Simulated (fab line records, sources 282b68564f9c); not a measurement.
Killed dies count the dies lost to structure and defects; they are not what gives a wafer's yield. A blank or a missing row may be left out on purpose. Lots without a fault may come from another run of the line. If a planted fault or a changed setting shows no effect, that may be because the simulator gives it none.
fab line records + flow ritCmos
record:
- lots: 14
- wafers: 42
- lastDay: 7
route steps=202 shown ACTIVE@7
lots that met no fault: taken from a fault-free run of the same line
startH: start of the lot's first displayed wafer, in hours after the record's first day + waitH: time in hours since the lot's previous step + " repeats the value in the row above + L1.1+2: one row covering several wafers at once + - no value, or no start given + * or withheld: withheld + < > ~ a bound
route shown NAME@n: names a module that has steps shown in the file, with the first one's number in the route + usual: mean/standard deviation taken from wafers without a fault + same: alike in all rows + chamber/n: place in a boat + sites: each site's reading + _std_site: their standard deviation + _edge_site: the outer-site mean with the inner-site mean subtracted + radiusMm: for every site, how far away it sits from the centre of the wafer + mask NAME#n: copy n + behind: the last tool/chamber to shape the wafer + hold: reason for holding the lot/hours on hold/outcome of the hold + device: which transistor (n, p or np) failed to switch + end of line: the tests these same wafers got at the end of their route + a step given without rows: its recipe and nothing more + killed: dies lost to structure and defects at the first sort, not the wafer's yield + map: a wafer's dies, marking killed ones x, the rest . and places with no die _
set.NAME: the setting the step ran with; set.NAME@STEP: the setting that earlier step ran with + model.NAME: the simulator's own value behind a step, which no gauge read
steps of the route over a sample of lots; a table a step, a row a wafer
== steps ==
step: RIT_ACTIVE_COAT_06
recipe:
- resist: NOVOLAK
- spinRpm: 3250
- resistThkNm: 1000
usual:
- exhaustPa: 44.8/1.1
| lot.wafer | tool          | chamber | startH | waitH | exhaustPa |
|-----------|---------------|---------|--------|-------|-----------|
| L672.2    | lithoTrack-04 | 0       | 20.29  | 0.1   | 45.0      |
| L672.3    | "             | 0       | "      | "     | 44.3      |
| L672.6    | "             | 0       | "      | "     | 44.3      |
| L673.1    | lithoTrack-01 | 0       | 25.19  | 0.1   | 44.5      |
| L673.2    | "             | 0       | "      | "     | 44.2      |
| L673.3    | "             | 0       | "      | "     | 44.2      |
| L674.2    | lithoTrack-01 | 0       | 28.77  | 0.1   | 45.3      |
| L674.5    | "             | 0       | "      | "     | 45.6      |
| L674.6    | "             | 0       | "      | "     | 44.9      |
| L675.1    | lithoTrack-03 | 0       | 33.80  | 0.1   | 43.6      |
| L675.2    | "             | 0       | "      | "     | 45.8      |
| L675.5    | "             | 0       | "      | "     | 44.5      |
| L676.3    | lithoTrack-04 | 0       | 38.79  | 0.1   | 44.9      |
| L676.5    | "             | 0       | "      | "     | 45.0      |
| L676.6    | "             | 0       | "      | "     | 45.4      |
| L677.2    | lithoTrack-04 | 0       | 44.83  | 0.1   | 46.1      |
| L677.3    | "             | 0       | "      | "     | 45.4      |
| L677.5    | "             | 0       | "      | "     | 45.5      |
| L678.1    | lithoTrack-04 | 0       | 48.74  | 0.1   | 44.4      |
| L678.2    | "             | 0       | "      | "     | 44.7      |
| L678.5    | "             | 0       | "      | "     | 44.2      |
| L679.1    | lithoTrack-01 | 0       | 56.05  | 0.1   | 43.9      |
| L679.4    | "             | 0       | "      | "     | 44.0      |
| L679.5    | "             | 0       | "      | "     | 44.3      |
| L680.1    | lithoTrack-01 | 0       | 58.86  | 0.1   | 43.8      |
| L680.3    | "             | 0       | "      | "     | 45.0      |
| L680.4    | "             | 0       | "      | "     | 43.3      |
| L683.1    | lithoTrack-04 | 0       | 75.76  | 0.1   | 43.4      |
| L683.3    | "             | 0       | "      | "     | 44.8      |
| L683.4    | "             | 0       | "      | "     | 45.2      |
| L685.4    | lithoTrack-04 | 0       | 84.20  | 0.1   | 45.4      |
| L685.5    | "             | 0       | "      | "     | 45.1      |
| L685.6    | "             | 0       | "      | "     | 45.1      |
| L688.2    | lithoTrack-03 | 0       | 99.79  | 0.1   | 43.4      |
| L688.3    | "             | 0       | "      | "     | 45.3      |
| L688.4    | "             | 0       | "      | "     | 44.0      |
| L691.1    | lithoTrack-03 | 0       | 115.33 | 0.1   | 44.6      |
| L691.2    | "             | 0       | "      | "     | 45.3      |
| L691.6    | "             | 0       | "      | "     | 45.9      |
| L694.1    | lithoTrack-03 | 0       | 128.74 | 0.1   | 43.0      |
| L694.2    | "             | 0       | "      | "     | 42.1      |
| L694.6    | "             | 0       | "      | "     | 42.4      |
step: RIT_ACTIVE_CD_MEAS_11
recipe:
- targetCdNm: 1400
usual:
- cdNm: 1399.2/3
| lot.wafer | tool     | chamber | startH | waitH | cdNm   |
|-----------|----------|---------|--------|-------|--------|
| L672.2    | cdSem-01 | -       | 20.98  | -     | 1397.8 |
| L672.3    | "        | -       | "      | "     | 1395.9 |
| L672.6    | "        | -       | "      | "     | 1397.8 |
| L673.1    | cdSem-02 | -       | 26.01  | -     | 1395.2 |
| L673.2    | "        | -       | "      | "     | 1394.9 |
| L673.3    | "        | -       | "      | "     | 1397.8 |
| L674.2    | cdSem-01 | -       | 29.58  | -     | 1391.9 |
| L674.5    | "        | -       | "      | "     | 1394.8 |
| L674.6    | "        | -       | "      | "     | 1394.4 |
| L675.1    | cdSem-01 | -       | 34.50  | -     | 1399.4 |
| L675.2    | "        | -       | "      | "     | 1396.8 |
| L675.5    | "        | -       | "      | "     | 1396.2 |
| L676.3    | cdSem-01 | -       | 39.60  | -     | 1404.8 |
| L676.5    | "        | -       | "      | "     | 1403.4 |
| L676.6    | "        | -       | "      | "     | 1404.4 |
| L677.2    | cdSem-02 | -       | 45.65  | -     | 1400.4 |
| L677.3    | "        | -       | "      | "     | 1400.6 |
| L677.5    | "        | -       | "      | "     | 1402.0 |
| L678.1    | cdSem-02 | -       | 49.44  | -     | 1399.9 |
| L678.2    | "        | -       | "      | "     | 1400.0 |
| L678.5    | "        | -       | "      | "     | 1399.7 |
| L679.1    | cdSem-01 | -       | 56.87  | -     | 1401.8 |
| L679.4    | "        | -       | "      | "     | 1401.1 |
| L679.5    | "        | -       | "      | "     | 1401.8 |
| L680.1    | cdSem-02 | -       | 59.70  | -     | 1404.1 |
| L680.3    | "        | -       | "      | "     | 1402.1 |
| L680.4    | "        | -       | "      | "     | 1401.7 |
| L683.1    | cdSem-01 | -       | 76.60  | -     | 1328.0 |
| L683.3    | "        | -       | "      | "     | 1327.4 |
| L683.4    | "        | -       | "      | "     | 1326.7 |
| L685.4    | cdSem-01 | -       | 85.03  | -     | 1328.0 |
| L685.5    | "        | -       | "      | "     | 1331.3 |
| L685.6    | "        | -       | "      | "     | 1329.0 |
| L688.2    | cdSem-02 | -       | 100.61 | -     | 1403.5 |
| L688.3    | "        | -       | "      | "     | 1405.1 |
| L688.4    | "        | -       | "      | "     | 1401.9 |
| L691.1    | cdSem-02 | -       | 116.23 | -     | 1397.4 |
| L691.2    | "        | -       | "      | "     | 1396.5 |
| L691.6    | "        | -       | "      | "     | 1396.0 |
| L694.1    | cdSem-01 | -       | 129.44 | -     | 1403.8 |
| L694.2    | "        | -       | "      | "     | 1404.2 |
| L694.6    | "        | -       | "      | "     | 1403.4 |
== key ==
firstSign:
- step: RIT_ACTIVE_CD_MEAS_11
- reading: cdNm
- direction: down
- sigmas: 24
- usual: 1399.2
- struck: 1328.4
effect none on later readings
metAt RIT_ACTIVE_COAT_06
struckLots L683,L685
testerLeftOut L683,L685
onsetBetween 48.74 75.76
fault:
- kind: processParameterDrift
- tool: lithoTrack-04
- chamber: -
- onsetH: 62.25
- steps: RIT_ACTIVE_COAT_06
- channel: resistThkNm
- offset: -520
- shape: step
- endH: 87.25
- actsIn: theseRecipesOnly
- stated: 1000
testerLeftOut: of these lots the tester's yield and bins aren't shown, on N5 and GAA mostly nor the transistor test; their killed dies are dies lost to structure and defects alone, not to doping, threshold or leakage, so they don't give the yield
